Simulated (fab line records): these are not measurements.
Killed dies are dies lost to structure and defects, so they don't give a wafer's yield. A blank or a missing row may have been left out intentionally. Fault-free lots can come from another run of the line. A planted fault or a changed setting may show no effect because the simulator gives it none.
fab line records ; flow berkeleyCmos170
record lots=15; wafers=45; lastDay=12
route steps=331 shown START@1 ACTIVE@62 FIELD@96 SCREENOX@102
lots that met no fault: taken from a fault-free run of the same line
startH: hours from the record's opening day to when the first of the lot's shown wafers began ; waitH: how many hours have passed since the lot's step before this one ; " as in the row above ; L1.1+2: one row covering several wafers at once ; - value missing, or start not given ; * or withheld: withheld ; < > ~ a bound
route shown NAME@n: names a module that has steps shown in the file, with the first one's number in the route ; usual: mean/standard deviation of fault-free wafers ; same: alike in all rows ; chamber/n: place in a boat ; sites: per-site readings ; _std_site: standard deviation of those values ; _edge_site: inner sites' mean taken away from outer sites' mean ; radiusMm: how far each site lies from the wafer's centre ; mask NAME#n: copy n ; behind: tool/chamber where the wafer was last shaped ; hold: why the lot went on hold/how many hours it stayed there/how the hold came to an end ; device: transistor that didn't switch, given as n, p or np ; end of line: the route-end tests of the same wafers ; a step given without rows: its recipe and nothing more ; killed: not the wafer's yield, but the dies lost to structure and defects at the first sort ; map: a wafer's dies, x killed, . not, _ none there
set.NAME: the run value of the setting; set.NAME@STEP: its run value at that earlier step ; model.NAME: the simulator's own value behind a step, which no gauge read
the route's steps for a sample of lots (tables are steps, rows are wafers)
services: the hour from which a tool's chamber was out of use, counted from the record's first day as startH (under 0 if before that day), plus the number of hours and why
## steps
# step UCB170_START_BOW_MEAS_00
# recipe mode=bow
# usual INCOMING_BOW=1/6.6
lot.wafer;tool;chamber;startH;waitH;INCOMING_BOW[um]
L481.1;filmMetro-01;-;15.00;-;13
L481.2;filmMetro-01;-;15.00;-;7
L481.4;filmMetro-01;-;15.00;-;-5
L482.1;filmMetro-02;-;20.00;-;12
L482.3;filmMetro-02;-;20.00;-;4
L482.6;filmMetro-02;-;20.00;-;-2
L483.2;filmMetro-02;-;25.02;-;7
L483.4;filmMetro-02;-;25.02;-;0
L483.6;filmMetro-02;-;25.02;-;-3
L485.1;filmMetro-03;-;35.00;-;-8
L485.4;filmMetro-03;-;35.00;-;-6
L485.5;filmMetro-03;-;35.00;-;-3
L486.3;filmMetro-02;-;40.04;-;-7
L486.5;filmMetro-02;-;40.04;-;-1
L486.6;filmMetro-02;-;40.04;-;-2
L487.1;filmMetro-01;-;45.00;-;3
L487.3;filmMetro-01;-;45.00;-;-5
L487.6;filmMetro-01;-;45.00;-;-3
L488.1;filmMetro-01;-;50.00;-;9
L488.3;filmMetro-01;-;50.00;-;6
L488.4;filmMetro-01;-;50.00;-;-2
L489.1;filmMetro-01;-;55.00;-;-2
L489.3;filmMetro-01;-;55.00;-;-8
L489.5;filmMetro-01;-;55.00;-;2
L493.3;filmMetro-03;-;75.04;-;-6
L493.4;filmMetro-03;-;75.04;-;6
L493.5;filmMetro-03;-;75.04;-;-7
L496.2;filmMetro-01;-;90.02;-;3
L496.3;filmMetro-01;-;90.02;-;6
L496.4;filmMetro-01;-;90.02;-;1
L497.1;filmMetro-01;-;95.00;-;-3
L497.3;filmMetro-01;-;95.00;-;-2
L497.5;filmMetro-01;-;95.00;-;7
L498.4;filmMetro-03;-;100.06;-;-3
L498.5;filmMetro-03;-;100.06;-;5
L498.6;filmMetro-03;-;100.06;-;3
L499.3;filmMetro-03;-;105.04;-;-3
L499.4;filmMetro-03;-;105.04;-;-1
L499.5;filmMetro-03;-;105.04;-;7
L500.2;filmMetro-01;-;110.02;-;-2
L500.3;filmMetro-01;-;110.02;-;-7
L500.5;filmMetro-01;-;110.02;-;4
L503.1;filmMetro-02;-;125.00;-;-1
L503.4;filmMetro-02;-;125.00;-;7
L503.5;filmMetro-02;-;125.00;-;0
# step UCB170_ACTIVE_OXIDATION_02
# recipe tempC=1000; ambient=O2; targetThkA=264; oxTimeS=1260
# usual oxTempC=1000.0/0.38; oxTempCMax=1003.4/0.71; zonePowerCentrePct=52.9/1.1
lot.wafer;tool;chamber;startH;waitH;oxTempC;oxTempCMax;zonePowerCentrePct
L481.1;furnace-01;0;70.16;2.5;1000.0;1002.6;51.7
L481.2;furnace-01;0;70.16;2.5;999.7;1002.1;50.2
L481.4;furnace-01;0;70.16;2.5;999.7;1002.2;52.0
L482.1;furnace-01;0;70.16;2.5;999.8;1002.9;51.4
L482.3;furnace-01;0;70.16;2.5;999.9;1002.1;51.1
L482.6;furnace-01;0;70.16;2.5;1000.0;1002.1;51.6
L483.2;furnace-04;0;89.72;4.7;1000.1;1004.8;54.2
L483.4;furnace-04;0;89.72;4.7;1000.2;1004.5;53.2
L483.6;furnace-04;0;89.72;4.7;1000.1;1003.6;52.9
L485.1;furnace-04;0;92.57;0.9;1000.2;1006.2;53.9
L485.4;furnace-04;0;92.57;0.9;1000.2;1004.5;53.9
L485.5;furnace-04;0;92.57;0.9;1000.4;1004.0;54.3
L486.3;furnace-04;0;92.57;0.9;999.5;1003.3;53.1
L486.5;furnace-04;0;92.57;0.9;999.9;1003.7;53.0
L486.6;furnace-04;0;92.57;0.9;1000.0;1003.7;54.0
L487.1;furnace-04;0;103.20;0.9;1000.4;1003.6;54.0
L487.3;furnace-04;0;103.20;0.9;1000.1;1003.5;54.2
L487.6;furnace-04;0;103.20;0.9;1000.3;1003.3;54.0
L488.1;furnace-04;0;110.80;3.3;1000.3;1004.4;53.6
L488.3;furnace-04;0;110.80;3.3;999.5;1003.2;53.7
L488.4;furnace-04;0;110.80;3.3;1000.1;1003.4;52.9
L489.1;furnace-04;0;117.31;2.7;999.4;1002.5;53.6
L489.3;furnace-04;0;117.31;2.7;1000.1;1003.2;53.1
L489.5;furnace-04;0;117.31;2.7;1000.0;1002.7;53.1
L496.2;furnace-04;0;135.03;2.3;1000.2;1003.5;54.0
L496.3;furnace-04;0;135.03;2.3;1000.7;1003.5;53.7
L496.4;furnace-04;0;135.03;2.3;1000.2;1003.5;52.8
L493.3;furnace-01;0;138.74;1.4;1000.0;1002.9;50.8
L493.4;furnace-01;0;138.74;1.4;1000.1;1003.0;51.8
L493.5;furnace-01;0;138.74;1.4;1000.5;1002.7;50.4
L497.1;furnace-01;0;138.74;1.4;1000.2;1003.9;52.4
L497.3;furnace-01;0;138.74;1.4;1000.4;1003.4;51.1
L497.5;furnace-01;0;138.74;1.4;1000.7;1003.9;50.6
L499.3;furnace-04;-;155.83;3.9;-;-;-
L499.4;furnace-04;-;155.83;3.9;-;-;-
L499.5;furnace-04;-;155.83;3.9;-;-;-
L498.4;furnace-04;-;164.70;5.1;-;-;-
L498.5;furnace-04;-;164.70;5.1;-;-;-
L498.6;furnace-04;-;164.70;5.1;-;-;-
L500.2;furnace-04;-;164.70;5.1;-;-;-
L500.3;furnace-04;-;164.70;5.1;-;-;-
L500.5;furnace-04;-;164.70;5.1;-;-;-
L503.1;furnace-04;0;185.76;2.5;999.8;1003.0;53.5
L503.4;furnace-04;0;185.76;2.5;1000.0;1002.9;53.3
L503.5;furnace-04;0;185.76;2.5;999.8;1004.1;53.7
# step UCB170_FIELD_THK_MEAS_90
# recipe reads=SiO2_of_FIELD_OXIDATION_01
# usual FIELD_OXIDE_LEFT_1_THK=440/8.6
lot.wafer;tool;chamber;startH;waitH;FIELD_OXIDE_LEFT_1_THK[nm]
L481.1;filmMetro-02;-;92.93;0.1;432
L481.2;filmMetro-02;-;92.93;0.1;430
L481.4;filmMetro-02;-;92.93;0.1;430
L482.1;filmMetro-04;-;92.93;0.1;433
L482.3;filmMetro-04;-;92.93;0.1;426
L482.6;filmMetro-04;-;92.93;0.1;434
L483.2;filmMetro-03;-;115.38;0.0;448
L483.4;filmMetro-03;-;115.38;0.0;446
L483.6;filmMetro-03;-;115.38;0.0;442
L486.3;filmMetro-04;-;115.39;0.0;446
L486.5;filmMetro-04;-;115.39;0.0;448
L486.6;filmMetro-04;-;115.39;0.0;452
L485.1;filmMetro-04;-;117.07;0.0;441
L485.4;filmMetro-04;-;117.07;0.0;441
L485.5;filmMetro-04;-;117.07;0.0;437
L487.1;filmMetro-02;-;124.42;0.0;448
L487.3;filmMetro-02;-;124.42;0.0;445
L487.6;filmMetro-02;-;124.42;0.0;452
L488.1;filmMetro-04;-;138.90;0.0;441
L488.3;filmMetro-04;-;138.90;0.0;437
L488.4;filmMetro-04;-;138.90;0.0;447
L489.1;filmMetro-03;-;138.90;0.0;445
L489.3;filmMetro-03;-;138.90;0.0;453
L489.5;filmMetro-03;-;138.90;0.0;450
L496.2;filmMetro-02;-;157.63;0.0;430
L496.3;filmMetro-02;-;157.63;0.0;428
L496.4;filmMetro-02;-;157.63;0.0;429
L497.1;filmMetro-02;-;166.38;0.0;441
L497.3;filmMetro-02;-;166.38;0.0;447
L497.5;filmMetro-02;-;166.38;0.0;448
L493.3;filmMetro-04;-;166.40;0.0;425
L493.4;filmMetro-04;-;166.40;0.0;443
L493.5;filmMetro-04;-;166.40;0.0;448
L503.1;filmMetro-02;-;207.49;0.0;440
L503.4;filmMetro-02;-;207.49;0.0;441
L503.5;filmMetro-02;-;207.49;0.0;435
# step UCB170_SCREENOX_THK_MEAS_02
# recipe reads=SiO2_of_SCREENOX_OXIDATION_01
# usual SCREENOX_OXIDE_THK=14.32/0.24
lot.wafer;tool;chamber;startH;waitH;SCREENOX_OXIDE_THK[nm]
L481.1;filmMetro-01;-;98.44;0.0;14.37
L481.2;filmMetro-01;-;98.44;0.0;14.48
L481.4;filmMetro-01;-;98.44;0.0;14.30
L482.1;filmMetro-02;-;98.50;0.1;14.24
L482.3;filmMetro-02;-;98.50;0.1;14.38
L482.6;filmMetro-02;-;98.50;0.1;14.30
L485.1;filmMetro-02;-;121.99;0.0;14.64
L485.4;filmMetro-02;-;121.99;0.0;14.26
L485.5;filmMetro-02;-;121.99;0.0;14.46
L483.2;filmMetro-03;-;122.00;0.0;14.47
L483.4;filmMetro-03;-;122.00;0.0;14.10
L483.6;filmMetro-03;-;122.00;0.0;14.45
L486.3;filmMetro-01;-;122.01;0.0;14.45
L486.5;filmMetro-01;-;122.01;0.0;14.39
L486.6;filmMetro-01;-;122.01;0.0;14.47
L487.1;filmMetro-03;-;129.85;0.0;14.51
L487.3;filmMetro-03;-;129.85;0.0;14.18
L487.6;filmMetro-03;-;129.85;0.0;14.04
L488.1;filmMetro-01;-;146.04;0.0;14.55
L488.3;filmMetro-01;-;146.04;0.0;14.61
L488.4;filmMetro-01;-;146.04;0.0;14.51
L489.1;filmMetro-01;-;146.10;0.1;13.72
L489.3;filmMetro-01;-;146.10;0.1;13.98
L489.5;filmMetro-01;-;146.10;0.1;13.86
L496.2;filmMetro-01;-;167.77;0.0;14.40
L496.3;filmMetro-01;-;167.77;0.0;14.35
L496.4;filmMetro-01;-;167.77;0.0;14.52
L497.1;filmMetro-01;-;173.96;0.0;14.56
L497.3;filmMetro-01;-;173.96;0.0;14.38
L497.5;filmMetro-01;-;173.96;0.0;14.66
L493.3;filmMetro-02;-;173.98;0.0;14.69
L493.4;filmMetro-02;-;173.98;0.0;14.45
L493.5;filmMetro-02;-;173.98;0.0;14.58
L503.1;filmMetro-03;-;215.48;0.0;14.43
L503.4;filmMetro-03;-;215.48;0.0;14.07
L503.5;filmMetro-03;-;215.48;0.0;14.30
## services
tool;chamber;startH;hours;kind
furnace-04;-;157.18;2.9;pm
furnace-04;-;160.08;4.6;pm
## key
firstSign step=UCB170_ACTIVE_OXIDATION_02; reading=toolRecord; direction=missing
effect none on later readings
metAt UCB170_ACTIVE_OXIDATION_02
struckLots L498,L499,L500
laterRowsLeftOut L498.4,L498.5,L498.6,L499.3,L499.4,L499.5,L500.2,L500.3,L500.5
sortLeftOut L498.4,L498.5,L498.6,L499.3,L499.4,L499.5,L500.2,L500.3,L500.5
testerLeftOut L498,L499,L500
notActingAt UCB170_START_BOW_MEAS_00,UCB170_FIELD_THK_MEAS_90,UCB170_SCREENOX_THK_MEAS_02
onsetBetween 135.03 155.83
fault kind=skippedStepWhole; tool=furnace-04; chamber=-; onsetH=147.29; steps=UCB170_ACTIVE_OXIDATION_02; scope=struckLotsOnly
# testerLeftOut: of these lots the tester's yield and bins aren't shown, on N5 and GAA mostly nor the transistor test; their killed dies are dies lost to structure and defects alone, not to doping, threshold or leakage, so they don't give the yield
# sortLeftOut: the simulated sort isn't trusted on such a fault, so these wafers' sort isn't shown, and their yield isn't known
# laterRowsLeftOut: the simulator's readings of these wafers behind a module that went badly wrong aren't trusted and aren't shown, but for the sort
